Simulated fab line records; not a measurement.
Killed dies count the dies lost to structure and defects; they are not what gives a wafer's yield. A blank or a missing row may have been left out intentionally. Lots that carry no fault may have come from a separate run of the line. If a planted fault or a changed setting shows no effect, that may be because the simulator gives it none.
Which tool is to blame? :: flow berkeley-cmos170 :: 15 lots with 45 wafers sampled at 2 steps, on a route of 331 steps

## WHAT THE GAUGES SHOWED, per wafer
UCB170_V2_BOW_MEAS_03. Usual: V2_BOW typically reads 37 um, with standard deviation 6.9.
lot: L700
measured: day 7 11:02
on: film-metro-02
V2_BOW (um): 39 40 48
flag: 

lot: L701
measured: day 8 06:03
on: film-metro-04
V2_BOW (um): 45 36 46
flag: 

lot: L702
measured: day 8 11:52
on: film-metro-04
V2_BOW (um): 45 27 33
flag: 

lot: L704
measured: day 8 14:46
on: film-metro-01
V2_BOW (um): 33 35 29
flag: 

lot: L706
measured: day 9 09:01
on: film-metro-02
V2_BOW (um): 25 28 23
flag: 

lot: L705
measured: day 9 09:32
on: film-metro-01
V2_BOW (um): 40 33 38
flag: 

lot: L707
measured: day 9 17:43
on: film-metro-02
V2_BOW (um): 48 50 52
flag: 

lot: L708
measured: day 9 18:06
on: film-metro-04
V2_BOW (um): 38 32 32
flag: 

lot: L710
measured: day 10 03:45
on: film-metro-04
V2_BOW (um): 33 38 28
flag: 

lot: L717
measured: day 11 12:35
on: film-metro-01
V2_BOW (um): 38 34 22
flag: 

lot: L718
measured: day 11 13:23
on: film-metro-04
V2_BOW (um): 39 36 44
flag: 

lot: L715
measured: day 11 14:29
on: film-metro-02
V2_BOW (um): 32 37 47
flag: 

lot: L719
measured: day 11 21:28
on: film-metro-01
V2_BOW (um): 40 32 46
flag: 

lot: L721
measured: day 12 04:08
on: film-metro-02
V2_BOW (um): 34 35 43
flag: 

lot: L723
measured: day 12 12:20
on: film-metro-02
V2_BOW (um): 46 31 30
flag: 

## EACH LOT AND THE TOOL THAT RAN IT (in order: tool; ch and the chambers of the sampled wafers; start)
lot: L700
UCB170_M2_ETCH_17: rie-diel-01 ch 0,1,2, day 7 10:04

lot: L701
UCB170_M2_ETCH_17: rie-diel-03 ch 0,1,3, day 8 05:05

lot: L702
UCB170_M2_ETCH_17: rie-diel-02 ch 0,1,2, day 8 10:35

lot: L704
UCB170_M2_ETCH_17: rie-diel-03 ch 0,3, day 8 13:45

lot: L706
UCB170_M2_ETCH_17: rie-diel-01 ch 0,1,2, day 9 08:02

lot: L705
UCB170_M2_ETCH_17: rie-diel-03 ch 0,1,3, day 9 08:21

lot: L707
UCB170_M2_ETCH_17: rie-diel-03 ch 1,2,3, day 9 16:43

lot: L708
UCB170_M2_ETCH_17: rie-diel-02 ch 2,3, day 9 17:05

lot: L710
UCB170_M2_ETCH_17: rie-diel-01 ch 2,3, day 10 02:46

lot: L717
UCB170_M2_ETCH_17: rie-diel-02 ch 0,1,3, day 11 11:34

lot: L718
UCB170_M2_ETCH_17: rie-diel-01 ch 1,3, day 11 12:13

lot: L715
UCB170_M2_ETCH_17: rie-diel-03 ch 0,1,2, day 11 13:28

lot: L719
UCB170_M2_ETCH_17: rie-diel-02 ch 1,2,3, day 11 20:29

lot: L721
UCB170_M2_ETCH_17: rie-diel-03 ch 1,2,3, day 12 03:11

lot: L723
UCB170_M2_ETCH_17: rie-diel-03 ch 2,3, day 12 11:20
- UCB170_M2_ETCH_17: etches BARC in N2/H2.

## AS READ BY THE TOOLS THEMSELVES (means over the sampled wafers that have a number; for cases with no such wafer, the mark the record gives instead)
UCB170_M2_ETCH_17. Usual: drypump-motor-current-A 5.8 A, standard deviation 0.61; h2-flow-sccm 200.0 sccm, standard deviation 0.61; oes-product-au 1.00 a.u., standard deviation 0.036; throttle-valve-pct 13.35 %, standard deviation 0.16.
lot: L700
tool: rie-diel-01
drypump-motor-current-A (A): 6.1
h2-flow-sccm (sccm): 200.2
oes-product-au (a.u.): 1.00
throttle-valve-pct (%): 13.49
flag: 

lot: L701
tool: rie-diel-03
drypump-motor-current-A (A): 6.2
h2-flow-sccm (sccm): 199.9
oes-product-au (a.u.): 1.01
throttle-valve-pct (%): 13.35
flag: 

lot: L702
tool: rie-diel-02
drypump-motor-current-A (A): 5.0
h2-flow-sccm (sccm): 200.0
oes-product-au (a.u.): 1.00
throttle-valve-pct (%): 13.33
flag: 

lot: L704
tool: rie-diel-03
drypump-motor-current-A (A): 6.3
h2-flow-sccm (sccm): 200.0
oes-product-au (a.u.): 0.98
throttle-valve-pct (%): 13.38
flag: 

lot: L706
tool: rie-diel-01
drypump-motor-current-A (A): 6.1
h2-flow-sccm (sccm): 200.2
oes-product-au (a.u.): 1.01
throttle-valve-pct (%): 13.49
flag: 

lot: L705
tool: rie-diel-03
drypump-motor-current-A (A): 6.2
h2-flow-sccm (sccm): 200.1
oes-product-au (a.u.): 1.01
throttle-valve-pct (%): 13.35
flag: 

lot: L707
tool: rie-diel-03
drypump-motor-current-A (A): 6.2
h2-flow-sccm (sccm): 200.3
oes-product-au (a.u.): 1.02
throttle-valve-pct (%): 13.31
flag: 

lot: L708
tool: rie-diel-02
drypump-motor-current-A (A): 5.3
h2-flow-sccm (sccm): 200.0
oes-product-au (a.u.): 0.99
throttle-valve-pct (%): 13.24
flag: 

lot: L710
tool: rie-diel-01
drypump-motor-current-A (A): 6.4
h2-flow-sccm (sccm): 200.4
oes-product-au (a.u.): 1.02
throttle-valve-pct (%): 13.29
flag: 

lot: L717
tool: rie-diel-02
drypump-motor-current-A (A): 5.3
h2-flow-sccm (sccm): 200.2
oes-product-au (a.u.): 1.00
throttle-valve-pct (%): 13.30
flag: 

lot: L718
tool: rie-diel-01
drypump-motor-current-A (A): 5.6
h2-flow-sccm (sccm): 200.2
oes-product-au (a.u.): 1.01
throttle-valve-pct (%): 13.61
flag: 

lot: L715
tool: rie-diel-03
drypump-motor-current-A (A): 6.3
h2-flow-sccm (sccm): 199.8
oes-product-au (a.u.): 1.00
throttle-valve-pct (%): 13.25
flag: 

lot: L719
tool: rie-diel-02
drypump-motor-current-A (A): 5.1
h2-flow-sccm (sccm): 199.4
oes-product-au (a.u.): 1.01
throttle-valve-pct (%): 13.29
flag: 

lot: L721
tool: rie-diel-03
drypump-motor-current-A (A): 6.2
h2-flow-sccm (sccm): 200.2
oes-product-au (a.u.): 1.03
throttle-valve-pct (%): 13.32
flag: 

lot: L723
tool: rie-diel-03
drypump-motor-current-A (A): 6.5
h2-flow-sccm (sccm): 200.3
oes-product-au (a.u.): 1.02
throttle-valve-pct (%): 13.32
flag: 

## THE ANSWER, worked out from the rows above alone
Rule: a lot is off if the mean of its wafers that have a number lies more than 3 standard deviations from the usual mean. Also off: a lot with no number at a reading for which 4 or more lots have one. All remaining lots with rows at the step are treated as sound. Order of review: gauges by route order, followed by the tools' own readings, for which a lot's mean as printed above is used. The first step at which some lot is off is used, and at that step the reading that is off furthest; a lot without a number counts as furthest.
Nothing can be told from this: no lot is off at any reading shown.

## WHAT HAD BEEN PUT IN BY THE SIMULATOR
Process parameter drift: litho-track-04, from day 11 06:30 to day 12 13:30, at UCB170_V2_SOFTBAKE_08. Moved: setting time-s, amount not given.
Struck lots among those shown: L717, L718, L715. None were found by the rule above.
